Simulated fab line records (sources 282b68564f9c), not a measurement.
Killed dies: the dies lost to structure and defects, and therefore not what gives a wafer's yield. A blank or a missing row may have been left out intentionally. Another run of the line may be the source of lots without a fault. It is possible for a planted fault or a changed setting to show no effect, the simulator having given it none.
fab line records	flow ritCmos
record lots=6	wafers=18	lastDay=7
route steps=202 shown NSD@131 PSD@142 M1@202
lots untouched by any fault: they come from a run of this same line in which no faults occurred
startH: the number of hours between the record's first day and the start of the first shown wafer of the lot	waitH: hours from the lot's prior step to this one	" as in the row above	L1.1+2: one row covering several wafers at once	- value missing, or start not given	* or withheld: withheld	< > ~ a bound
route shown NAME@n: NAME is a module with steps in the file, n the number in the route of the first one	usual: mean/standard deviation taken from wafers without a fault	same: alike in all rows	chamber/n: place in a boat	sites: each site's reading	_std_site: their standard deviation	_edge_site: the outer-site mean with the inner-site mean subtracted	radiusMm: how far each site lies from the wafer's centre	mask NAME#n: copy n	behind: the most recent tool/chamber to have shaped the wafer	hold: what put the lot on hold/how long, in hours/how the hold closed	device: the n, p or np transistor that did not switch	end of line: at the end of the route, the tests of the same wafers	for a step that has no rows: nothing shown but its recipe	killed: dies that structure and defects cost at the first sort, which is not the same as the wafer's yield	map: per-die view of a wafer (x killed, . not killed, _ where there is no die)
set.NAME: the setting as run; set.NAME@STEP: as run at that earlier step	model.NAME: the simulator's own value behind a step, which no gauge read
lots at some steps of the route; a table a step, a row a wafer
## steps
# step RIT_NSD_HMDS_00
# recipe primeTimeS=60	primeTempC=140
# step RIT_NSD_COAT_01
# recipe resist=NOVOLAK	spinRpm=3250	resistThkNm=1000
# step RIT_NSD_SOFTBAKE_02
# recipe resist=NOVOLAK	tempC=90	timeS=61.15
# usual exhaustPa=45.0/0.89	plateSensorTCentreC=90.970/0.01	plateSensorTEdgeC=91.020/0.01
lot.wafer	tool	chamber	startH	waitH	exhaustPa	plateSensorTCentreC	plateSensorTEdgeC
L818.3	lithoTrack-03	0	51.79	0.1	43.9	90.955	91.019
L818.4	"	0	"	"	44.5	90.974	91.019
L818.6	"	0	"	"	43.9	90.969	91.011
L819.1	lithoTrack-03	0	54.42	0.1	44.6	90.965	91.026
L819.2	"	0	"	"	43.7	90.963	91.025
L819.6	"	0	"	"	43.7	90.948	91.016
L829.1	lithoTrack-04	0	107.58	0.1	43.9	90.954	91.026
L829.3	"	0	"	"	44.8	90.965	91.019
L829.4	"	0	"	"	45.4	90.975	91.015
L830.1	lithoTrack-03	0	110.40	0.1	44.6	90.956	91.021
L830.2	"	0	"	"	45.5	90.974	91.033
L830.3	"	0	"	"	46.4	90.978	91.021
L835.1	lithoTrack-02	0	138.78	0.1	45.3	90.976	91.019
L835.4	"	0	"	"	45.3	90.976	91.016
L835.5	"	0	"	"	43.9	90.978	91.025
L839.2	lithoTrack-04	0	163.37	0.1	45.8	90.980	91.021
L839.3	"	0	"	"	45.0	90.981	91.024
L839.6	"	0	"	"	46.7	90.955	91.009
# step RIT_NSD_EXPOSE_03
# recipe maskId=M9	na=0.57	targetCdNm=40700	doseMj=250
# step RIT_NSD_PEB_04
# recipe resist=NOVOLAK	tempC=withheld	timeS=withheld
# step RIT_NSD_DEVELOP_05
# recipe resist=NOVOLAK	developTimeS=50	devTempC=23
# step RIT_NSD_OVL_MEAS_06
# usual NSD_OVL=0.7/1.3
lot.wafer	tool	chamber	startH	waitH	NSD_OVL[nm]
L818.3	overlay-01	-	52.43	-	0.9
L818.4	"	-	"	"	1.8
L818.6	"	-	"	"	0.0
L819.1	overlay-02	-	55.09	-	-2.1
L819.2	"	-	"	"	-0.7
L819.6	"	-	"	"	-0.3
L829.1	overlay-01	-	108.25	-	0.5
L829.3	"	-	"	"	0.0
L829.4	"	-	"	"	0.7
L830.1	overlay-02	-	111.08	-	-1.2
L830.2	"	-	"	"	0.2
L830.3	"	-	"	"	0.2
L835.1	overlay-02	-	139.49	-	0.8
L835.4	"	-	"	"	0.0
L835.5	"	-	"	"	0.6
L839.2	overlay-02	-	164.02	-	0.6
L839.3	"	-	"	"	0.0
L839.6	"	-	"	"	-0.3
# step RIT_NSD_HARDBAKE_07
# recipe resist=NOVOLAK	tempC=140	timeS=60
# step RIT_NSD_IMPLANT_08
# recipe species=P	energyKev=25	doseCm2=1e+15	tiltDeg=7
# step RIT_NSD_STRIP_09
# recipe chemistry=O2	timeS=180	resist=NOVOLAK	platenTempC=withheld	powerW=500	pressureMtorr=4000	o2FlowSccm=4000
# usual drypumpMotorCurrentA=5.7/0.46
lot.wafer	tool	chamber	startH	waitH	drypumpMotorCurrentA	rfHoursCounterH
L818.3	plasmaAsher-04	0	52.81	0.1	6.3	-
L818.4	"	1	"	"	5.9	-
L818.6	"	0	"	"	6.3	-
L819.1	plasmaAsher-03	1	55.43	0.1	5.7	40
L819.2	"	0	"	"	5.6	40
L819.6	"	0	"	"	5.6	-
L829.1	plasmaAsher-01	1	108.59	0.1	6.4	47
L829.3	"	1	"	"	6.4	-
L829.4	"	0	"	"	4.9	-
L830.1	plasmaAsher-03	0	111.41	0.1	5.6	46
L830.2	"	1	"	"	5.7	46
L830.3	"	1	"	"	5.7	-
L835.1	plasmaAsher-01	1	139.83	0.1	6.4	50
L835.4	"	1	"	"	6.4	-
L835.5	"	1	"	"	6.4	-
L839.2	plasmaAsher-03	1	164.35	0.1	5.6	51
L839.3	"	1	"	"	5.6	-
L839.6	"	1	"	"	5.7	-
# step RIT_NSD_TW_MEAS_10
# usual NSD_TW=3125/19
lot.wafer	tool	chamber	startH	waitH	NSD_TW
L818.3	filmMetro-02	-	52.95	0.1	3127
L818.4	"	-	"	"	3107
L818.6	"	-	"	"	3110
L819.1	filmMetro-03	-	55.60	0.1	3145
L819.2	"	-	"	"	3118
L819.6	"	-	"	"	3120
L829.1	filmMetro-02	-	108.76	0.1	3114
L829.3	"	-	"	"	3101
L829.4	"	-	"	"	3135
L830.1	filmMetro-02	-	111.59	0.1	3112
L830.2	"	-	"	"	3109
L830.3	"	-	"	"	3126
L835.1	filmMetro-04	-	140.00	0.1	3135
L835.4	"	-	"	"	3123
L835.5	"	-	"	"	3124
L839.2	filmMetro-04	-	164.54	0.1	3180
L839.3	"	-	"	"	3162
L839.6	"	-	"	"	3164
# step RIT_PSD_HMDS_00
# recipe primeTimeS=60	primeTempC=140
# step RIT_PSD_COAT_01
# recipe resist=NOVOLAK	spinRpm=3250	resistThkNm=1000
# usual exhaustPa=44.7/1	spinSpeedRpm=3249.8/1.8
lot.wafer	tool	chamber	startH	waitH	exhaustPa	spinSpeedRpm	model.NOVOLAK_of_PSD_COAT_01.thkNm
L818.3	lithoTrack-04	0	53.19	0.1	43.2	3250.9	1001
L818.4	"	0	"	"	44.3	3251.5	1001
L818.6	"	0	"	"	43.8	3248.1	1001
L819.1	lithoTrack-03	0	55.81	0.1	45.5	3248.1	1004
L819.2	"	0	"	"	46.9	3250.5	1002
L819.6	"	0	"	"	45.6	3250.3	1005
L829.1	lithoTrack-01	0	108.97	0.1	45.7	3914.6	910.2
L829.3	"	0	"	"	44.5	3917.1	910.1
L829.4	"	0	"	"	45.4	3918.3	910.3
L830.1	lithoTrack-01	0	111.80	0.1	45.0	3916.8	912.2
L830.2	"	0	"	"	44.2	3916.3	913
L830.3	"	0	"	"	44.9	3915.2	913.9
L835.1	lithoTrack-03	0	140.21	0.1	44.3	3251.3	1001
L835.4	"	0	"	"	44.7	3253.2	1002
L835.5	"	0	"	"	46.2	3250.3	1001
L839.2	lithoTrack-03	0	164.76	0.1	46.4	3252.1	1001
L839.3	"	0	"	"	45.8	3249.9	999.7
L839.6	"	0	"	"	45.9	3250.4	999.6
# step RIT_PSD_SOFTBAKE_02
# recipe resist=NOVOLAK	tempC=90	timeS=62.92
# usual exhaustPa=44.9/0.89	plateSensorTCentreC=90.970/0.01	plateSensorTEdgeC=91.019/0.0097
lot.wafer	tool	chamber	startH	waitH	exhaustPa	plateSensorTCentreC	plateSensorTEdgeC
L818.3	lithoTrack-04	0	53.34	0.1	45.0	90.974	91.003
L818.4	"	0	"	"	45.0	90.978	91.019
L818.6	"	0	"	"	44.5	90.976	91.033
L819.1	lithoTrack-03	0	55.96	0.1	44.0	90.970	91.009
L819.2	"	0	"	"	44.0	90.970	91.024
L819.6	"	0	"	"	44.5	90.971	90.992
L829.1	lithoTrack-01	0	109.12	0.1	45.3	90.964	90.997
L829.3	"	0	"	"	43.8	90.969	91.022
L829.4	"	0	"	"	44.0	90.960	91.009
L830.1	lithoTrack-01	0	111.95	0.1	45.6	90.962	91.011
L830.2	"	0	"	"	44.1	90.979	91.017
L830.3	"	0	"	"	43.2	90.949	91.007
L835.1	lithoTrack-03	0	140.36	0.1	43.6	90.977	91.036
L835.4	"	0	"	"	43.8	90.975	91.007
L835.5	"	0	"	"	43.0	90.967	91.019
L839.2	lithoTrack-03	0	164.91	0.1	45.4	90.973	91.009
L839.3	"	0	"	"	43.9	90.970	91.017
L839.6	"	0	"	"	44.8	90.973	91.014
# step RIT_PSD_EXPOSE_03
# recipe maskId=M10	na=0.57	targetCdNm=40900	doseMj=250
# step RIT_PSD_PEB_04
# recipe resist=NOVOLAK	tempC=withheld	timeS=withheld
# step RIT_PSD_DEVELOP_05
# recipe resist=NOVOLAK	developTimeS=50	devTempC=23
# step RIT_PSD_OVL_MEAS_06
# usual PSD_OVL=1.0/1.5
lot.wafer	tool	chamber	startH	waitH	PSD_OVL[nm]
L818.3	overlay-02	-	53.85	-	1.1
L818.4	"	-	"	"	0.1
L818.6	"	-	"	"	0.8
L819.1	overlay-01	-	56.69	-	2.0
L819.2	"	-	"	"	1.5
L819.6	"	-	"	"	-0.7
L829.1	overlay-01	-	109.80	-	1.1
L829.3	"	-	"	"	0.0
L829.4	"	-	"	"	1.1
L830.1	overlay-01	-	112.50	-	2.2
L830.2	"	-	"	"	4.8
L830.3	"	-	"	"	4.0
L835.1	overlay-02	-	140.91	-	0.0
L835.4	"	-	"	"	0.5
L835.5	"	-	"	"	0.2
L839.2	overlay-01	-	165.47	-	-0.5
L839.3	"	-	"	"	0.3
L839.6	"	-	"	"	0.0
# step RIT_PSD_HARDBAKE_07
# recipe resist=NOVOLAK	tempC=140	timeS=60
# usual exhaustPa=45.0/0.89
lot.wafer	tool	chamber	startH	waitH	exhaustPa	model.NOVOLAK_of_PSD_COAT_01.thkNm
L818.3	lithoTrack-01	0	53.93	0.1	44.1	884.8
L818.4	"	0	"	"	43.5	885
L818.6	"	0	"	"	44.1	884.4
L819.1	lithoTrack-04	0	56.73	0.0	44.7	887.5
L819.2	"	0	"	"	46.1	885.9
L819.6	"	0	"	"	46.2	887.8
L829.1	lithoTrack-04	0	109.84	0.0	45.0	805.2
L829.3	"	0	"	"	47.0	805.1
L829.4	"	0	"	"	45.9	805.3
L830.1	lithoTrack-03	0	112.54	0.0	45.4	806.9
L830.2	"	0	"	"	45.9	807.6
L830.3	"	0	"	"	45.6	808.3
L835.1	lithoTrack-03	0	140.95	0.0	45.7	885.1
L835.4	"	0	"	"	44.5	885.6
L835.5	"	0	"	"	44.5	884.6
L839.2	lithoTrack-03	0	165.53	0.0	45.0	884.6
L839.3	"	0	"	"	43.7	883.5
L839.6	"	0	"	"	44.9	883.4
# step RIT_PSD_IMPLANT_08
# recipe species=BF2	energyKev=27	doseCm2=5e+15	tiltDeg=7
# step RIT_M1_PROBE_99
# usual killedAtContacts=0.1/0.28	killedAtFrontEnd=7.0/2.9	killedDies=7.0/2.9	killedOpen=3.4/2.1	killedShort=3.6/1.7
# same grossDies=264	killed_at_M0_to_M3=0	killed_at_M4_up=0	killedAtBackSide=0	killedAtOther=0
lot.wafer	tool	chamber	startH	waitH	killedAtContacts	killedAtFrontEnd	killedDies	killedOpen	killedShort
L818.3	prober-02	-	62.37	0.2	0	6	6	2	4
L818.4	prober-02	-	62.42	0.2	0	12	12	6	6
L818.6	prober-02	-	62.52	0.2	0	6	6	3	3
L830.1	prober-01	-	121.03	0.1	0	6	6	3	3
L830.2	prober-01	-	121.08	0.1	0	4	4	2	2
L830.3	prober-01	-	121.13	0.2	1	9	10	5	5
# killed by level:class
L818.3 FOX1:geometricParticle:short=1 FOX1:geometricParticle:open=1 GATE:geometricParticle:short=1 GATE:geometricParticle:open=1 REOX:geometricParticle:short=1 SILICIDE:geometricParticle:short=1
L818.4 SILICIDE:geometricParticle:short=4 FOX1:geometricParticle:open=2 GATE:geometricParticle:open=2 SILICIDE:geometricParticle:open=2 FOX1:geometricParticle:short=1 REOX:geometricParticle:short=1
L818.6 GATE:geometricParticle:open=2 FOX1:geometricParticle:open=1 GATE:geometricParticle:short=1 REOX:geometricParticle:short=1 SILICIDE:geometricParticle:short=1
L830.1 GATE:geometricParticle:open=2 FOX1:geometricParticle:short=1 GATE:geometricParticle:short=1 REOX:geometricParticle:open=1 SPACER:geometricParticle:short=1
L830.2 GATE:geometricParticle:short=1 GATE:geometricParticle:open=1 REOX:geometricParticle:short=1 REOX:geometricParticle:open=1
L830.3 GATE:geometricParticle:short=2 GATE:geometricParticle:open=2 ACTIVE:geometricParticle:open=1 FOX1:geometricParticle:short=1 FOX1:geometricParticle:open=1 REOX:geometricParticle:open=1 SPACER:geometricParticle:short=1 CONTACT:geometricParticle:short=1
## key
firstSign step=RIT_PSD_COAT_01	reading=spinSpeedRpm	direction=up	sigmas=99+	usual=3249.8	struck=3916.4
effect none on later readings
modelEffect step=RIT_PSD_COAT_01	value=NOVOLAK_of_PSD_COAT_01.thkNm	without=1001	struck=911.6
modelEffect step=RIT_PSD_HARDBAKE_07	value=NOVOLAK_of_PSD_COAT_01.thkNm	without=884.5	struck=806.4
metAt RIT_PSD_COAT_01
struckWafers L829.1,L829.3,L829.4,L830.1,L830.2,L830.3
testerLeftOut L829,L830
fault kind=processParameterDrift	tool=lithoTrack-01	chamber=-	onsetH=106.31	steps=RIT_PSD_COAT_01	channel=spinRpm	offset=666.88	shape=step	endH=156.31	actsIn=theseRecipesOnly	stated=3250
# testerLeftOut: of these lots the tester's yield and bins aren't shown, on N5 and GAA mostly nor the transistor test; their killed dies are dies lost to structure and defects alone, not to doping, threshold or leakage, so they don't give the yield
